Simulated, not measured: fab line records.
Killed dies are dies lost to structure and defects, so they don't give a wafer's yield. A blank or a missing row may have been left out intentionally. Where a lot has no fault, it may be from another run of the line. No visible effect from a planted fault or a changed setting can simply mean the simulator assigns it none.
A lot that was struck, set against a sound lot	flow berkeleyCmos170	14 steps out of a route of 331
Sound: the wafers L569.4, L569.5, L569.6. Struck: wafers L576.3, L576.5, L576.6. The cause is given at the end.
For every step that has rows: the tool of each side, followed by ch and its chambers, followed by its first start. Under that, the readings that differ: sound wafers	struck wafers	difference of the means	sigmas: that difference in standard deviations of wafers without a fault.
alike: readings whose means differ by less than 2 such deviations, and words and numbers that are the same on both sides. not compared: withheld readings, readings that some wafer has no value for, bounds like >300 that may hide the same value, and numbers for which the record gives no deviation and whose values overlap.
The two part at a step that has a row with sigmas, a row that says differs or no value, or rows on one side only. Numbers that have no deviation but don't overlap get no sigmas and don't part them. A reading missing from all wafers of one side parts the sides only when that side holds two or more wafers.

first, 1 step without rows for these wafers: UCB170_ACTIVE_DEVELOP_12 (develop time 47.04 s).
UCB170_ACTIVE_CD_MEAS_13: target cd 1200 nm.
  struck on cdSem-02, day 6 19:16; sound on cdSem-01, day 5 07:04
  alike: cdNm
UCB170_ACTIVE_OVL_MEAS_14:
  struck on overlay-02, day 6 19:22; sound on overlay-02, day 5 07:08
  alike: ACTIVE_OVL
UCB170_ACTIVE_ETCH_15: etches Si3N4 in CH3F/Ar/O2, stops on SiO2, target depth 242 nm, time 151 s.
  sound on rieDiel-01 ch 0,1, day 5 07:10; struck on rieDiel-03 ch 0,3, day 6 19:23
  alike: O2_flow_sccm, drypumpMotorCurrentA, oesProductAu, rfFwdPowerW, throttleValvePct
  not compared: rfHoursCounterH
UCB170_ACTIVE_STRIP_16: strips in O2.
  sound on plasmaAsher-03 ch 0,1, day 5 07:17; struck on plasmaAsher-03 ch 0,1, day 6 19:31
  alike: drypumpMotorCurrentA, oesProductAu, stripTimeToEndpointS
  not compared: rfHoursCounterH
UCB170_ACTIVE_CD_MEAS_90: target cd 1200 nm.
  struck on cdSem-02, day 6 19:39; sound on cdSem-01, day 5 07:25
  alike: cdNm
then, 6 steps without rows for these wafers: UCB170_ACTIVE_CLEAN_17 (cleans in SPM, time 600 s); UCB170_PFIELD_HMDS_00 (prime time 60 s); UCB170_PFIELD_COAT_01 (resist thk 900 nm); UCB170_PFIELD_SOFTBAKE_02 (time 60 s); UCB170_PFIELD_EXPOSE_03 (exposes mask PFIELD, target cd 1500 nm); UCB170_PFIELD_PEB_04.
UCB170_PFIELD_DEVELOP_05: develop time 45 s.
  struck on lithoTrack-02, day 6 21:00; sound on lithoTrack-04 ch 0, day 5 10:00
  no value came back on the struck wafers for chillPlateTempC (C), developTimeS (s), developerTempC (C); on the sound wafers chillPlateTempC (C) reads 22.96 22.87 22.96
reading	sound	struck	difference	sigmas
model.KrF_of_PFIELD_COAT_01.thkNm (nm)	882.2 884.6 880.7	904.1 903.1 903.4	+21.0	
UCB170_PFIELD_OVL_MEAS_06:
  struck on overlay-02, day 6 21:11; sound on overlay-01, day 5 10:34
reading	sound	struck	difference	sigmas
PFIELD_OVL (nm)	-1 -4 -14	- - -	no value on the struck wafers	

## WHERE THEY PART
Earliest at UCB170_PFIELD_DEVELOP_05; latest, in this record, at UCB170_PFIELD_OVL_MEAS_06.

WHY: the cause the simulator had injected
Step skipped in full: lithoTrack-02, at UCB170_PFIELD_DEVELOP_05, from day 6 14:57 onward. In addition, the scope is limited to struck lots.
